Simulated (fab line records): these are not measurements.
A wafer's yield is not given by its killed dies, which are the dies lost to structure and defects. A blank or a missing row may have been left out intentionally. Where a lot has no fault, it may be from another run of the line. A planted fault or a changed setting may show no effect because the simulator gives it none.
Which tool was responsible? || flow berkeley-cmos170 || 14 lots with 42 wafers sampled at 3 steps, on a route of 331 steps

== WHAT THE GAUGES SHOWED, per wafer ==
UCB170_M3_CD_MEAS_90 targets a cd of 700 nm. Usual: cd-nm 700 nm, standard deviation 3.3.
{"lot": "L339", "measured": "day 7 20:48", "on": "cd-sem-02", "cd-nm (nm)": "702 703 698", "flag": ""}
{"lot": "L338", "measured": "day 7 20:50", "on": "cd-sem-01", "cd-nm (nm)": "699 698 700", "flag": ""}
{"lot": "L340", "measured": "day 7 21:54", "on": "cd-sem-01", "cd-nm (nm)": "704 704 704", "flag": ""}
{"lot": "L343", "measured": "day 8 19:49", "on": "cd-sem-02", "cd-nm (nm)": "701 702 701", "flag": ""}
{"lot": "L345", "measured": "day 9 06:41", "on": "cd-sem-02", "cd-nm (nm)": "703 700 694", "flag": ""}
{"lot": "L344", "measured": "day 9 06:47", "on": "cd-sem-01", "cd-nm (nm)": "700 696 699", "flag": ""}
{"lot": "L348", "measured": "day 10 08:26", "on": "cd-sem-01", "cd-nm (nm)": "698 696 683", "flag": ""}
{"lot": "L351", "measured": "day 10 12:41", "on": "cd-sem-01", "cd-nm (nm)": "696 685 699", "flag": ""}
{"lot": "L354", "measured": "day 10 18:59", "on": "cd-sem-01", "cd-nm (nm)": "702 704 702", "flag": ""}
{"lot": "L352", "measured": "day 10 19:20", "on": "cd-sem-01", "cd-nm (nm)": "695 700 694", "flag": ""}
{"lot": "L356", "measured": "day 11 04:40", "on": "cd-sem-01", "cd-nm (nm)": "697 703 697", "flag": ""}
{"lot": "L357", "measured": "day 12 06:58", "on": "cd-sem-02", "cd-nm (nm)": "697 701 698", "flag": ""}
{"lot": "L359", "measured": "day 12 07:58", "on": "cd-sem-01", "cd-nm (nm)": "694 698 696", "flag": ""}
{"lot": "L361", "measured": "day 12 11:41", "on": "cd-sem-02", "cd-nm (nm)": "703 704 701", "flag": ""}

== WHAT TOOL EACH LOT RAN ON (gives the tool, then ch and the chambers of the sampled wafers, and finally the start) ==
{"lot": "L339", "UCB170_M3_METAL_ETCH_18": "rie-metal-04 ch 0,1, day 7 20:31", "UCB170_M3_STRIP_19": "plasma-asher-04 ch 0,1, day 7 20:41"}
{"lot": "L338", "UCB170_M3_METAL_ETCH_18": "rie-metal-03 ch 0,1, day 7 20:33", "UCB170_M3_STRIP_19": "plasma-asher-02 ch 0,1, day 7 20:44"}
{"lot": "L340", "UCB170_M3_METAL_ETCH_18": "rie-metal-01 ch 1, day 7 21:18", "UCB170_M3_STRIP_19": "plasma-asher-03 ch 0,1, day 7 21:48"}
{"lot": "L343", "UCB170_M3_METAL_ETCH_18": "rie-metal-01 ch 0, day 8 19:30", "UCB170_M3_STRIP_19": "plasma-asher-04 ch 0,1, day 8 19:41"}
{"lot": "L345", "UCB170_M3_METAL_ETCH_18": "rie-metal-03 ch 0,1, day 9 06:22", "UCB170_M3_STRIP_19": "plasma-asher-04 ch 0,1, day 9 06:34"}
{"lot": "L344", "UCB170_M3_METAL_ETCH_18": "rie-metal-04 ch 0,1, day 9 06:29", "UCB170_M3_STRIP_19": "plasma-asher-02 ch 0,1, day 9 06:40"}
{"lot": "L348", "UCB170_M3_METAL_ETCH_18": "rie-metal-04 ch 0,1, day 10 08:08", "UCB170_M3_STRIP_19": "plasma-asher-04 ch 0,1, day 10 08:19"}
{"lot": "L351", "UCB170_M3_METAL_ETCH_18": "rie-metal-04 ch 0,1, day 10 12:23", "UCB170_M3_STRIP_19": "plasma-asher-04 ch 0,1, day 10 12:34"}
{"lot": "L354", "UCB170_M3_METAL_ETCH_18": "rie-metal-01 ch 1, day 10 18:41", "UCB170_M3_STRIP_19": "plasma-asher-02 ch 0, day 10 18:53"}
{"lot": "L352", "UCB170_M3_METAL_ETCH_18": "rie-metal-03 ch 0,1, day 10 19:03", "UCB170_M3_STRIP_19": "plasma-asher-03 ch 0,1, day 10 19:14"}
{"lot": "L356", "UCB170_M3_METAL_ETCH_18": "rie-metal-03 ch 0,1, day 11 04:22", "UCB170_M3_STRIP_19": "plasma-asher-03 ch 1, day 11 04:33"}
{"lot": "L357", "UCB170_M3_METAL_ETCH_18": "rie-metal-03 ch 0,1, day 12 06:41", "UCB170_M3_STRIP_19": "plasma-asher-04 ch 0,1, day 12 06:52"}
{"lot": "L359", "UCB170_M3_METAL_ETCH_18": "rie-metal-03 ch 0,1, day 12 07:41", "UCB170_M3_STRIP_19": "plasma-asher-03 ch 0,1, day 12 07:52"}
{"lot": "L361", "UCB170_M3_METAL_ETCH_18": "rie-metal-01 ch 0,1, day 12 11:23", "UCB170_M3_STRIP_19": "plasma-asher-04 ch 0,1, day 12 11:34"}
- UCB170_M3_METAL_ETCH_18: etches Al in Cl2/BCl3, stops on SiO2, target depth 1170 nm, time 195 s.
- UCB170_M3_STRIP_19: strips in O2.

== AS READ BY THE TOOLS THEMSELVES (means over the sampled wafers that have a number; for cases with no such wafer, the mark the record gives instead) ==
UCB170_M3_METAL_ETCH_18. Usual: drypump-motor-current-A 5.9 A, standard deviation 0.32; oes-product-au 0.854 a.u., standard deviation 0.016; rf-fwd-power-W 597.7 W, standard deviation 1.8; throttle-valve-pct 24.42 %, standard deviation 0.1.
{"lot": "L339", "tool": "rie-metal-04", "drypump-motor-current-A (A)": 6.0, "oes-product-au (a.u.)": 0.867, "rf-fwd-power-W (W)": 599.6, "throttle-valve-pct (%)": 24.37, "flag": ""}
{"lot": "L338", "tool": "rie-metal-03", "drypump-motor-current-A (A)": 5.5, "oes-product-au (a.u.)": 0.839, "rf-fwd-power-W (W)": 598.0, "throttle-valve-pct (%)": 24.40, "flag": ""}
{"lot": "L340", "tool": "rie-metal-01", "drypump-motor-current-A (A)": 6.3, "oes-product-au (a.u.)": 0.858, "rf-fwd-power-W (W)": 597.8, "throttle-valve-pct (%)": 24.33, "flag": ""}
{"lot": "L343", "tool": "rie-metal-01", "drypump-motor-current-A (A)": 5.8, "oes-product-au (a.u.)": 0.839, "rf-fwd-power-W (W)": 596.1, "throttle-valve-pct (%)": 24.69, "flag": ""}
{"lot": "L345", "tool": "rie-metal-03", "drypump-motor-current-A (A)": 5.5, "oes-product-au (a.u.)": 0.850, "rf-fwd-power-W (W)": 598.5, "throttle-valve-pct (%)": 24.40, "flag": ""}
{"lot": "L344", "tool": "rie-metal-04", "drypump-motor-current-A (A)": 6.1, "oes-product-au (a.u.)": 0.870, "rf-fwd-power-W (W)": 598.2, "throttle-valve-pct (%)": 24.37, "flag": ""}
{"lot": "L348", "tool": "rie-metal-04", "drypump-motor-current-A (A)": 6.0, "oes-product-au (a.u.)": 0.854, "rf-fwd-power-W (W)": 677.0, "throttle-valve-pct (%)": 24.41, "flag": "OFF"}
{"lot": "L351", "tool": "rie-metal-04", "drypump-motor-current-A (A)": 6.0, "oes-product-au (a.u.)": 0.857, "rf-fwd-power-W (W)": 679.5, "throttle-valve-pct (%)": 24.40, "flag": "OFF"}
{"lot": "L354", "tool": "rie-metal-01", "drypump-motor-current-A (A)": 6.3, "oes-product-au (a.u.)": 0.855, "rf-fwd-power-W (W)": 594.2, "throttle-valve-pct (%)": 24.34, "flag": ""}
{"lot": "L352", "tool": "rie-metal-03", "drypump-motor-current-A (A)": 5.7, "oes-product-au (a.u.)": 0.847, "rf-fwd-power-W (W)": 597.3, "throttle-valve-pct (%)": 24.42, "flag": ""}
{"lot": "L356", "tool": "rie-metal-03", "drypump-motor-current-A (A)": 5.7, "oes-product-au (a.u.)": 0.852, "rf-fwd-power-W (W)": 598.0, "throttle-valve-pct (%)": 24.42, "flag": ""}
{"lot": "L357", "tool": "rie-metal-03", "drypump-motor-current-A (A)": 5.7, "oes-product-au (a.u.)": 0.852, "rf-fwd-power-W (W)": 599.1, "throttle-valve-pct (%)": 24.42, "flag": ""}
{"lot": "L359", "tool": "rie-metal-03", "drypump-motor-current-A (A)": 5.7, "oes-product-au (a.u.)": 0.844, "rf-fwd-power-W (W)": 597.6, "throttle-valve-pct (%)": 24.42, "flag": ""}
{"lot": "L361", "tool": "rie-metal-01", "drypump-motor-current-A (A)": 6.0, "oes-product-au (a.u.)": 0.847, "rf-fwd-power-W (W)": 595.9, "throttle-valve-pct (%)": 24.56, "flag": ""}

UCB170_M3_STRIP_19. Usual: drypump-motor-current-A 5.8 A, standard deviation 0.33; oes-product-au 0.542 a.u., standard deviation 0.015.
{"lot": "L339", "tool": "plasma-asher-04", "drypump-motor-current-A (A)": 5.9, "oes-product-au (a.u.)": 0.550, "flag": ""}
{"lot": "L338", "tool": "plasma-asher-02", "drypump-motor-current-A (A)": 5.8, "oes-product-au (a.u.)": 0.551, "flag": ""}
{"lot": "L340", "tool": "plasma-asher-03", "drypump-motor-current-A (A)": 5.3, "oes-product-au (a.u.)": 0.538, "flag": ""}
{"lot": "L343", "tool": "plasma-asher-04", "drypump-motor-current-A (A)": 5.8, "oes-product-au (a.u.)": 0.529, "flag": ""}
{"lot": "L345", "tool": "plasma-asher-04", "drypump-motor-current-A (A)": 5.8, "oes-product-au (a.u.)": 0.543, "flag": ""}
{"lot": "L344", "tool": "plasma-asher-02", "drypump-motor-current-A (A)": 6.0, "oes-product-au (a.u.)": 0.549, "flag": ""}
{"lot": "L348", "tool": "plasma-asher-04", "drypump-motor-current-A (A)": 6.0, "oes-product-au (a.u.)": 0.449, "flag": "OFF"}
{"lot": "L351", "tool": "plasma-asher-04", "drypump-motor-current-A (A)": 5.9, "oes-product-au (a.u.)": 0.452, "flag": "OFF"}
{"lot": "L354", "tool": "plasma-asher-02", "drypump-motor-current-A (A)": 6.2, "oes-product-au (a.u.)": 0.538, "flag": ""}
{"lot": "L352", "tool": "plasma-asher-03", "drypump-motor-current-A (A)": 5.3, "oes-product-au (a.u.)": 0.544, "flag": ""}
{"lot": "L356", "tool": "plasma-asher-03", "drypump-motor-current-A (A)": 5.5, "oes-product-au (a.u.)": 0.546, "flag": ""}
{"lot": "L357", "tool": "plasma-asher-04", "drypump-motor-current-A (A)": 6.0, "oes-product-au (a.u.)": 0.549, "flag": ""}
{"lot": "L359", "tool": "plasma-asher-03", "drypump-motor-current-A (A)": 5.3, "oes-product-au (a.u.)": 0.543, "flag": ""}
{"lot": "L361", "tool": "plasma-asher-04", "drypump-motor-current-A (A)": 6.0, "oes-product-au (a.u.)": 0.549, "flag": ""}

== THE ANSWER, worked out from the rows above alone ==
Rule: a lot is off if the mean of its wafers that have a number lies more than 3 standard deviations from the usual mean. Also off: a lot with no number at a reading for which 4 or more lots have one. The other lots that the step has rows for count as sound. First the gauges in route order, then the tools' own readings, where a lot's mean is used as printed above. The first step at which some lot is off is used, and at that step the reading that is off furthest; a lot without a number counts as furthest.
Off at UCB170_M3_METAL_ETCH_18 (rf-fwd-power-W): L348, L351.
A tool fits if, at that step or a process step before it, it ran every lot that is off, and no sound lot after the first of them. One fits: rie-metal-04 at UCB170_M3_METAL_ETCH_18. A fault onset in the window from L344 (day 9 06:29, its last sound lot) to L348 (day 10 08:08, its first lot off) fits.
The tool's own readings at UCB170_M3_METAL_ETCH_18 bear it out: on the lots that are off they differ by more than 5 times the standard deviation of the sound lots' means. rf-fwd-power-W reads 678.2 W there against 597.5 W on the sound lots.

== WHAT THE SIMULATOR HAD PUT IN ==
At UCB170_M3_METAL_ETCH_18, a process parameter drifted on rie-metal-04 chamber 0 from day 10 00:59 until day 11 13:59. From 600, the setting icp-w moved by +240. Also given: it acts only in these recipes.
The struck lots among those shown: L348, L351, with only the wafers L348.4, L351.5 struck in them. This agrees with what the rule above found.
